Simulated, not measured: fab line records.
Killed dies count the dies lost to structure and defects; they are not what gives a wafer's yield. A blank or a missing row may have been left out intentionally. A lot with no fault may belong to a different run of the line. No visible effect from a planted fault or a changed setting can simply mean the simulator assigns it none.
fab line records | flow ritCmos
[record] lots = 15 | wafers = 45 | lastDay = 7
route steps=202 shown NSD@139 M1@202
lots that met no fault: from a run of the same line without faults
startH: the number of hours between the record's first day and the start of the first shown wafer of the lot | waitH: how many hours have passed since the lot's step before this one | " repeats the value in the row above | L1.1+2: a row that stands for several wafers | - no value, or no start was given | * or withheld: withheld | < > ~ a bound
route shown NAME@n: a module of which the file shows steps, and the number in the route of the first | usual: average and standard deviation across the fault-free wafers | same: alike in all rows | chamber/n: place in a boat | sites: each site's reading | _std_site: the values' standard deviation | _edge_site: the outer-site mean with the inner-site mean subtracted | radiusMm: for every site, how far away it sits from the centre of the wafer | mask NAME#n: copy n | behind: tool/chamber where the wafer was last shaped | hold: why the lot was held/for how many hours/how that ended | device: which transistor (n, p or np) failed to switch | end of line: the route-end tests of the same wafers | a step given without rows: its recipe and nothing more | killed: at the first sort, the dies lost to defects and structure; wafer yield is something else | map: shows each die of a wafer: x if killed, . if not, _ if none is there
set.NAME: setting as actually run; set.NAME@STEP: the setting as run at that earlier step | model.NAME: the simulator's own value behind a step, which no gauge read
one table for each step of the route and one row for each wafer, over a sample of lots
services: from which hour (startH, from the record's first day; less than 0 if before it) a tool's chamber was out of use, for how many hours, and why
[[steps]]
[step RIT_NSD_IMPLANT_08]
[recipe] species = P | energyKev = 25 | doseCm2 = 1e+15 | tiltDeg = 7
[usual] beamEnergyKeV = 25.001/0.0076 | doseIonsCm2 = 1.0002e+15/1e+12 | endStationPressureTorr = 7.4e-06/3.9e-07 | faradayCurrentUA = 3130/61
lot.wafer | tool         | chamber | startH | waitH | beamEnergyKeV | doseIonsCm2 | endStationPressureTorr | faradayCurrentUA
L668.2    | implanter-03 | 0       | 49.12  | 0.1   | 25.008        | 1.0018e+15  | 7.8e-06                | 3102
L668.5    | "            | 0       | "      | "     | 24.996        | 1.001e+15   | 7.9e-06                | 3120
L668.6    | "            | 0       | "      | "     | 25.012        | 1.0027e+15  | 7.9e-06                | 3023
L669.3    | implanter-03 | 0       | 56.59  | 0.1   | 25.011        | 1.0005e+15  | 7.9e-06                | 3134
L669.4    | "            | 0       | "      | "     | 25.003        | 9.991e+14   | 7.4e-06                | 3039
L669.6    | "            | 0       | "      | "     | 24.994        | 1e+15       | 7.5e-06                | 3026
L671.3    | implanter-03 | 0       | 64.47  | 0.1   | 25.005        | 9.982e+14   | 7.4e-06                | 3155
L671.4    | "            | 0       | "      | "     | 25.017        | 9.99e+14    | 7.1e-06                | 3074
L671.5    | "            | 0       | "      | "     | 24.991        | 9.993e+14   | 7.8e-06                | 3197
L672.3    | implanter-01 | 0       | 72.84  | 0.1   | 24.995        | 1.001e+15   | 7.2e-06                | 3134
L672.4    | "            | 0       | "      | "     | 24.993        | 9.991e+14   | 7.2e-06                | 3100
L672.5    | "            | 0       | "      | "     | 24.999        | 1.0014e+15  | 7.7e-06                | 3176
L673.1    | implanter-01 | 0       | 74.89  | 0.1   | 24.993        | 9.985e+14   | 7.8e-06                | 3155
L673.2    | "            | 0       | "      | "     | 24.998        | 9.992e+14   | 7.8e-06                | 3111
L673.3    | "            | 0       | "      | "     | 25.009        | 9.992e+14   | 7.3e-06                | 3117
L675.3    | implanter-03 | 0       | 86.71  | 0.1   | 24.999        | 1.0013e+15  | 8.5e-06                | 3177
L675.5    | "            | 0       | "      | "     | 24.995        | 1.0003e+15  | 7.3e-06                | 3197
L675.6    | "            | 0       | "      | "     | 25.009        | 1.0002e+15  | 7.5e-06                | 3079
L676.2    | implanter-03 | 0       | 93.12  | 0.1   | 24.997        | 1e+15       | 7.8e-06                | 3220
L676.3    | "            | 0       | "      | "     | 24.993        | 9.996e+14   | 7.1e-06                | 3049
L676.4    | "            | 0       | "      | "     | 24.991        | 9.986e+14   | 7.2e-06                | 3107
L678.3    | implanter-03 | 0       | 102.59 | 0.1   | 22.480        | 9.989e+14   | 7.8e-06                | 3239
L678.5    | "            | 0       | "      | "     | 22.474        | 9.994e+14   | 6.9e-06                | 3241
L678.6    | "            | 0       | "      | "     | 22.473        | 9.982e+14   | 7.2e-06                | 3294
L679.3    | implanter-03 | 0       | 108.17 | 0.1   | 22.460        | 1.002e+15   | 7.5e-06                | 3161
L679.4    | "            | 0       | "      | "     | 22.450        | 1.0023e+15  | 7e-06                  | 3177
L679.5    | "            | 0       | "      | "     | 22.466        | 1.001e+15   | 7.5e-06                | 3118
L683.3    | implanter-03 | 0       | 124.77 | 0.1   | 22.458        | 1.0006e+15  | 7.8e-06                | 3006
L683.4    | "            | 0       | "      | "     | 22.455        | 1.0002e+15  | 6.7e-06                | 3124
L683.5    | "            | 0       | "      | "     | 22.459        | 1.0004e+15  | 6.9e-06                | 3170
L684.2    | implanter-01 | 0       | 130.15 | 0.1   | 24.990        | 9.991e+14   | 7.2e-06                | 3156
L684.4    | "            | 0       | "      | "     | 25.010        | 1.0013e+15  | 6.3e-06                | 3050
L684.6    | "            | 0       | "      | "     | 24.996        | 1.0008e+15  | 7.4e-06                | 3149
L687.1    | implanter-04 | 0       | 147.06 | 0.1   | 24.992        | 9.998e+14   | 8.4e-06                | 3044
L687.4    | "            | 0       | "      | "     | 24.997        | 9.992e+14   | 7.6e-06                | 3245
L687.5    | "            | 0       | "      | "     | 24.999        | 9.994e+14   | 7.6e-06                | 3221
L688.3    | implanter-01 | 0       | 149.74 | 0.1   | 24.992        | 9.984e+14   | 7.1e-06                | 3036
L688.5    | "            | 0       | "      | "     | 25.009        | 1.0005e+15  | 7.2e-06                | 3187
L688.6    | "            | 0       | "      | "     | 24.992        | 9.984e+14   | 8.4e-06                | 3113
L690.1    | implanter-04 | 0       | 162.21 | 0.1   | 25.011        | 1.0009e+15  | 7.5e-06                | 3170
L690.2    | "            | 0       | "      | "     | 25.006        | 9.992e+14   | 7.4e-06                | 3088
L690.6    | "            | 0       | "      | "     | 25.013        | 9.985e+14   | 7.7e-06                | 3134
L691.4    | implanter-04 | 0       | 163.87 | 0.1   | 25.004        | 1.0011e+15  | 7.8e-06                | 3145
L691.5    | "            | 0       | "      | "     | 24.993        | 1.0006e+15  | 6.9e-06                | 3061
L691.6    | "            | 0       | "      | "     | 24.990        | 1.0015e+15  | 8e-06                  | 3044
[step RIT_SDANNEAL_RS_MEAS_05]
[recipe] thkMeasGauge = four-point-probe
[usual] NSD_RS = 84.65/0.28
lot.wafer | tool         | chamber | startH | waitH | NSD_RS[ohm/sq]
L668.2    | filmMetro-01 | -       | 51.86  | 0.1   | 85.12
L668.5    | "            | -       | "      | "     | 84.85
L668.6    | "            | -       | "      | "     | 85.08
L669.3    | filmMetro-01 | -       | 58.99  | 0.1   | 84.98
L669.4    | "            | -       | "      | "     | 84.98
L669.6    | "            | -       | "      | "     | 84.97
L671.3    | filmMetro-03 | -       | 66.82  | 0.1   | 84.56
L671.4    | "            | -       | "      | "     | 84.06
L671.5    | "            | -       | "      | "     | 84.33
L672.3    | filmMetro-01 | -       | 75.18  | 0.1   | 84.73
L672.4    | "            | -       | "      | "     | 85.02
L672.5    | "            | -       | "      | "     | 84.78
L673.1    | filmMetro-03 | -       | 77.37  | 0.1   | 84.69
L673.2    | "            | -       | "      | "     | 84.55
L673.3    | "            | -       | "      | "     | 84.50
L675.3    | filmMetro-03 | -       | 89.09  | 0.1   | 84.28
L675.5    | "            | -       | "      | "     | 84.26
L675.6    | "            | -       | "      | "     | 84.20
L676.2    | filmMetro-01 | -       | 95.48  | 0.1   | 84.65
L676.3    | "            | -       | "      | "     | 84.44
L676.4    | "            | -       | "      | "     | 84.39
L678.3    | filmMetro-01 | -       | 105.09 | 0.1   | 85.31
L678.5    | "            | -       | "      | "     | 85.29
L678.6    | "            | -       | "      | "     | 85.53
L679.3    | filmMetro-01 | -       | 110.93 | 0.1   | 86.02
L679.4    | "            | -       | "      | "     | 86.04
L679.5    | "            | -       | "      | "     | 86.10
L683.3    | filmMetro-02 | -       | 127.15 | 0.1   | 85.55
L683.4    | "            | -       | "      | "     | 85.71
L683.5    | "            | -       | "      | "     | 85.38
L684.2    | filmMetro-01 | -       | 132.73 | 0.1   | 84.41
L684.4    | "            | -       | "      | "     | 84.37
L684.6    | "            | -       | "      | "     | 84.48
L687.1    | filmMetro-03 | -       | 149.71 | 0.1   | 84.67
L687.4    | "            | -       | "      | "     | 84.66
L687.5    | "            | -       | "      | "     | 84.67
L688.3    | filmMetro-02 | -       | 152.29 | 0.1   | 84.38
L688.5    | "            | -       | "      | "     | 84.66
L688.6    | "            | -       | "      | "     | 84.40
L690.1    | filmMetro-02 | -       | 164.70 | 0.1   | 84.50
L690.2    | "            | -       | "      | "     | 84.76
L690.6    | "            | -       | "      | "     | 84.73
L691.4    | filmMetro-03 | -       | 166.38 | 0.1   | 85.04
L691.5    | "            | -       | "      | "     | 84.73
L691.6    | "            | -       | "      | "     | 84.69
[step RIT_M1_PROBE_99]
[usual] killed_at_M0_to_M3 = 0.0/0.16 | killedAtContacts = 0.0/0.2 | killedAtFrontEnd = 7.2/2.5 | killedDies = 7.3/2.5 | killedOpen = 3.8/1.9 | killedShort = 3.5/1.8
[same] grossDies = 264 | killed_at_M4_up = 0 | killedAtBackSide = 0 | killedAtOther = 0
lot.wafer | tool      | chamber | startH | waitH | killed_at_M0_to_M3 | killedAtContacts | killedAtFrontEnd | killedDies | killedOpen | killedShort
L679.3    | prober-01 | -       | 118.25 | 0.2   | 0                  | 0                | 6                | 6          | 3          | 3
L679.4    | prober-01 | -       | 118.30 | 0.2   | 0                  | 1                | 12               | 13         | 9          | 4
L679.5    | prober-01 | -       | 118.35 | 0.2   | 0                  | 0                | 10               | 10         | 8          | 2
// killed by level:class
L679.3 GATE:geometricParticle:open=2 FOX1:geometricParticle:short=1 GATE:geometricParticle:short=1 REOX:geometricParticle:open=1 SILICIDE:geometricParticle:short=1
L679.4 FOX1:geometricParticle:open=3 GATE:geometricParticle:open=3 REOX:geometricParticle:short=2 SILICIDE:geometricParticle:open=2 FOX1:geometricParticle:short=1 GATE:geometricParticle:short=1 CONTACT:geometricParticle:open=1
L679.5 GATE:geometricParticle:open=4 REOX:geometricParticle:open=2 FOX1:geometricParticle:open=1 FOX2:geometricParticle:open=1 GATE:geometricParticle:short=1 SPACER:geometricParticle:short=1
[[services]]
tool         | chamber | startH | hours | kind
implanter-01 | -       | 36.80  | 3.0   | repair
implanter-04 | -       | 44.46  | 2.6   | repair
implanter-01 | -       | 87.16  | 1.8   | repair
implanter-01 | -       | 96.89  | 0.7   | repair
implanter-04 | -       | 125.63 | 4.2   | pm
implanter-03 | -       | 128.68 | 36.5  | repair
implanter-04 | -       | 133.28 | 2.0   | repair
[[key]]
[firstSign] step = RIT_NSD_IMPLANT_08 | reading = beamEnergyKeV | direction = down | sigmas = 99+ | usual = 25.001 | struck = 22.464
[effect] step = RIT_SDANNEAL_RS_MEAS_05 | reading = NSD_RS | direction = up | sigmas = 3.6 | usual = 84.65 | struck = 85.66
metAt RIT_NSD_IMPLANT_08
struckLots L678,L679,L683
testerLeftOut L678,L679,L683
onsetBetween 93.12 102.59
[fault] kind = processParameterDrift | tool = implanter-03 | chamber = - | onsetH = 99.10 | steps = RIT_NSD_IMPLANT_08 | channel = energyKev | offset = -2.5393 | shape = step | endH = 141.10 | actsIn = theseRecipesOnly | stated = 25
// testerLeftOut: of these lots the tester's yield and bins aren't shown, on N5 and GAA mostly nor the transistor test; their killed dies are dies lost to structure and defects alone, not to doping, threshold or leakage, so they don't give the yield
